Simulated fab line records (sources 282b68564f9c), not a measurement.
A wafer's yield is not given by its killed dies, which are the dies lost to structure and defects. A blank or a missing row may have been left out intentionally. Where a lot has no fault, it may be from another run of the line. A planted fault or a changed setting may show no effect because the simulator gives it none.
Problem report in the 8D (eight disciplines) form, filled by code :: flow rit_cmos :: the parts of the form that need people (team, actions taken, sign-off) are left out

## 1. PROBLEM STATEMENT
NWELL_OVL at RIT_NWELL_OVL_MEAS_06 reads a mean of -149.6 nm on 12 wafers of 4 lots; wafers without a fault read 0.7 nm with a standard deviation of 1.4. So: -99 or more standard deviations from the usual mean.
The first sign was on wafer L346.3 at day 4 01:25, on overlay-02. At this step, 48 wafers from 16 lots have a number in the record. Rule for "out", or "out of limits": more than 4 standard deviations from the usual mean. The other wafers with a number count as sound.

## 2. WHAT IT IS AND WHAT IT IS NOT
question: which readings at this step
is: NWELL_OVL
is not: -

question: which lots
is: L346, L349, L352, L353
is not: L337, L338, L339, L340, L341, L342, L343, L345, L351, L355, L356, L357

question: which wafers of those lots
is: all that have a number
is not: -

question: read on which gauges
is: overlay-01, overlay-02
is not: -

question: when
is: from day 4 01:25
is not: up to then (24 sound wafers); but 12 sound wafers of L351, L355, L356, L357 came after

## 3. THE SUSPECTS, EACH WITH WHAT RULES IT OUT
Counting: a tool at any process step up to the reading remains a suspect when it ran all the lots that are out and ran no sound lot after the first of those.
- the gauge at RIT_NWELL_OVL_MEAS_06: ruled out. 2 gauges (overlay-01, overlay-02) read the wafers that are out.
- iline_stepper-02 at RIT_NWELL_EXPOSE_03 (exposes mask M2, target cd 43900 nm): kept. Every lot that is out went through it, starting with L346 (day 4 01:01), and after that it ran no sound lot; the last sound lot it ran before then is L345 (day 3 21:11).
After counting, what remains is iline_stepper-02 at RIT_NWELL_EXPOSE_03.

## 4. THE CAUSE (what the simulator had put in)
Scanner matching overlay: iline_stepper-02, from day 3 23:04 on, at RIT_NWELL_EXPOSE_03. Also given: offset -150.
The count eliminated every tool but this one.

## 5. THE EFFECT CHAIN, in route order
Each row: a reading whose mean over the struck wafers that have a number lies more than 3 standard deviations from the usual. Scope: only readings with a usual standard deviation given in the record; hours: median across lots of the time from each lot's start at the first step in this table that gives one to its start at this step; sigmas: change in usual standard deviations.
hours: 0
step: RIT_NWELL_OVL_MEAS_06
reading: NWELL_OVL
usual: 0.7 nm
on struck wafers: -149.6
change: -150.3
sigmas: -99 or more

## 6. WHAT WOULD HAVE CAUGHT IT SOONER
2 hours passed between the start of the fault at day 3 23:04 and the first reading out of limits at a measuring or inspecting step in this record, taken at day 4 01:25.
L349, L352, L353, from the lots that are out (4), started RIT_NWELL_EXPOSE_03 on iline_stepper-02 later than day 4 01:25. A hold on the tool at that time would have spared those 3.
